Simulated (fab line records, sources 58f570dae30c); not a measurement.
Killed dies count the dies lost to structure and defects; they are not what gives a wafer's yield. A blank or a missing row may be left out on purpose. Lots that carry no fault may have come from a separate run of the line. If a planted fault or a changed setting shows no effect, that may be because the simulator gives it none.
The tool behind it: which one? ; flow berkeleyCmos170 ; 14 lots, 41 wafers sampled, at 3 steps of a route of 331

## WHAT THE GAUGES READ, wafer by wafer
UCB170_V1_OVL_MEAS_13. Usual: V1_OVL -3 nm, standard deviation 4.9.
lot;measured;on;V1_OVL (nm);flag
L588;day 7 16:32;overlay-01;-6 -9 -8;
L587;day 7 16:48;overlay-02;2 -4 0;
L590;day 7 21:26;overlay-02;-6 -6 -2;
L591;day 8 19:36;overlay-02;1 4 4;
L593;day 8 21:14;overlay-01;-9 -5 -4;
L599;day 10 06:12;overlay-02;0 1 2;
L598;day 10 06:01;overlay-01;-2 -6 5;
L600;day 10 09:34;overlay-02;-2 -9;
L602;day 10 23:58;overlay-01;-10 -11 -6;
L604;day 11 02:12;overlay-02;1 -5 5;
L601;day 11 06:29;overlay-02;-4 -5 -2;
L607;day 11 22:59;overlay-01;1 0 1;
L609;day 12 02:52;overlay-02;-3 -10 -7;
L608;day 12 10:51;overlay-02;-6 -7 -5;

## WHAT TOOL EACH LOT RAN ON (gives the tool, then ch and the chambers of the sampled wafers, and finally the start)
lot;UCB170_M1_SPUTTER_00;UCB170_M1_METAL_ETCH_12
L588;pvdSputter-02, day 7 04:29;rieMetal-03 ch 0,1, day 7 07:13
L587;pvdSputter-01, day 7 05:02;rieMetal-04 ch 0,1, day 7 07:29
L590;pvdSputter-02, day 7 14:20;rieMetal-03 ch 0,1, day 7 15:46
L591;pvdSputter-01, day 8 08:31;rieMetal-03 ch 0,1, day 8 09:48
L593;pvdSputter-01, day 8 12:56;rieMetal-04 ch 0,1, day 8 14:13
L599;pvdSputter-01, day 9 19:35;rieMetal-03 ch 0,1, day 9 20:52
L598;pvdSputter-02, day 9 19:56;rieMetal-04 ch 0,1, day 9 21:20
L600;pvdSputter-02, day 10 02:37;rieMetal-04 ch 0, day 10 04:22
L602;pvdSputter-01, day 10 13:14;rieMetal-03 ch 0,1, day 10 15:21
L604;pvdSputter-02, day 10 19:28;rieMetal-02 ch 0,1, day 10 21:17
L601;pvdSputter-03, day 10 21:15;rieMetal-03 ch 0,1, day 10 22:34
L607;pvdSputter-03, day 11 16:01;rieMetal-02 ch 0,1, day 11 17:20
L609;pvdSputter-02, day 11 18:50;rieMetal-03 ch 0,1, day 11 20:20
L608;pvdSputter-03, day 12 00:47;rieMetal-03 ch 0,1, day 12 03:10
- UCB170_M1_SPUTTER_00: material Al, target thk 600 nm, time 80 s.
- UCB170_M1_METAL_ETCH_12: etches Al in Cl2/BCl3, stops on PSG, target depth 780 nm, time 130 s.

## AS READ BY THE TOOLS THEMSELVES (means over the sampled wafers that have a number; for cases with no such wafer, the mark the record gives instead)
UCB170_M1_SPUTTER_00. Usual: cathodeDcPowerW 6000.1 W, standard deviation 1.1; throttleValvePct 30.1 %, standard deviation 1.1.
lot;tool;cathodeDcPowerW (W);throttleValvePct (%);flag
L588;pvdSputter-02;6001.1;29.7;
L587;pvdSputter-01;6000.6;30.5;
L590;pvdSputter-02;6000.0;29.6;
L591;pvdSputter-01;6000.1;29.6;
L593;pvdSputter-01;5999.8;29.3;
L599;pvdSputter-01;6000.4;30.9;
L598;pvdSputter-02;5999.7;29.5;
L600;pvdSputter-02;5999.6;30.4;
L602;pvdSputter-01;6000.6;30.7;
L604;pvdSputter-02;5999.7;30.6;
L601;pvdSputter-03;6000.4;30.0;
L607;pvdSputter-03;6000.9;30.0;
L609;pvdSputter-02;6000.4;29.4;
L608;pvdSputter-03;5997.9;30.0;

UCB170_M1_METAL_ETCH_12. Usual: drypumpMotorCurrentA 5.29 A, standard deviation 0.26; heBacksideLeakSccm 3.4 sccm, standard deviation 0.37; mfcCl2Sccm 90.01 sccm, standard deviation 0.28; oesProductAu 0.850 a.u., standard deviation 0.0082; throttleValvePct 24.35 %, standard deviation 0.19.
lot;tool;drypumpMotorCurrentA (A);heBacksideLeakSccm (sccm);mfcCl2Sccm (sccm);oesProductAu (a.u.);throttleValvePct (%);flag
L588;rieMetal-03;5.23;3.4;90.05;0.863;24.51;
L587;rieMetal-04;5.31;3.5;90.20;0.848;24.21;
L590;rieMetal-03;5.11;3.3;89.93;0.845;24.43;
L591;rieMetal-03;5.10;3.3;89.59;0.859;24.42;
L593;rieMetal-04;5.50;3.3;90.13;0.847;24.13;
L599;rieMetal-03;5.09;3.3;90.09;0.853;24.43;
L598;rieMetal-04;5.48;3.5;90.05;0.844;24.15;
L600;rieMetal-04;5.17;3.5;89.96;0.857;24.29;
L602;rieMetal-03;5.08;3.3;89.90;0.851;24.43;
L604;rieMetal-02;5.23;3.5;90.33;0.852;24.57;
L601;rieMetal-03;5.20;3.4;89.99;0.846;24.53;
L607;rieMetal-02;5.45;3.2;89.99;0.834;24.48;
L609;rieMetal-03;5.11;3.3;89.94;0.854;24.44;
L608;rieMetal-03;5.09;3.3;89.91;0.847;24.42;

## THE ANSWER, worked out from the rows above alone
Rule: a lot counts as off when the mean over its wafers that have a number is more than 3 standard deviations away from the usual mean. Also off: a lot with no number at a reading for which 4 or more lots have one. All remaining lots with rows at the step are treated as sound. Order of review: gauges by route order, followed by the tools' own readings, for which a lot's mean as printed above is used. The first step at which some lot is off is used, and at that step the reading that is off furthest; a lot without a number counts as furthest.
Nothing can be told from this: no lot is off at any reading shown.

## WHAT THE SIMULATOR PUT IN
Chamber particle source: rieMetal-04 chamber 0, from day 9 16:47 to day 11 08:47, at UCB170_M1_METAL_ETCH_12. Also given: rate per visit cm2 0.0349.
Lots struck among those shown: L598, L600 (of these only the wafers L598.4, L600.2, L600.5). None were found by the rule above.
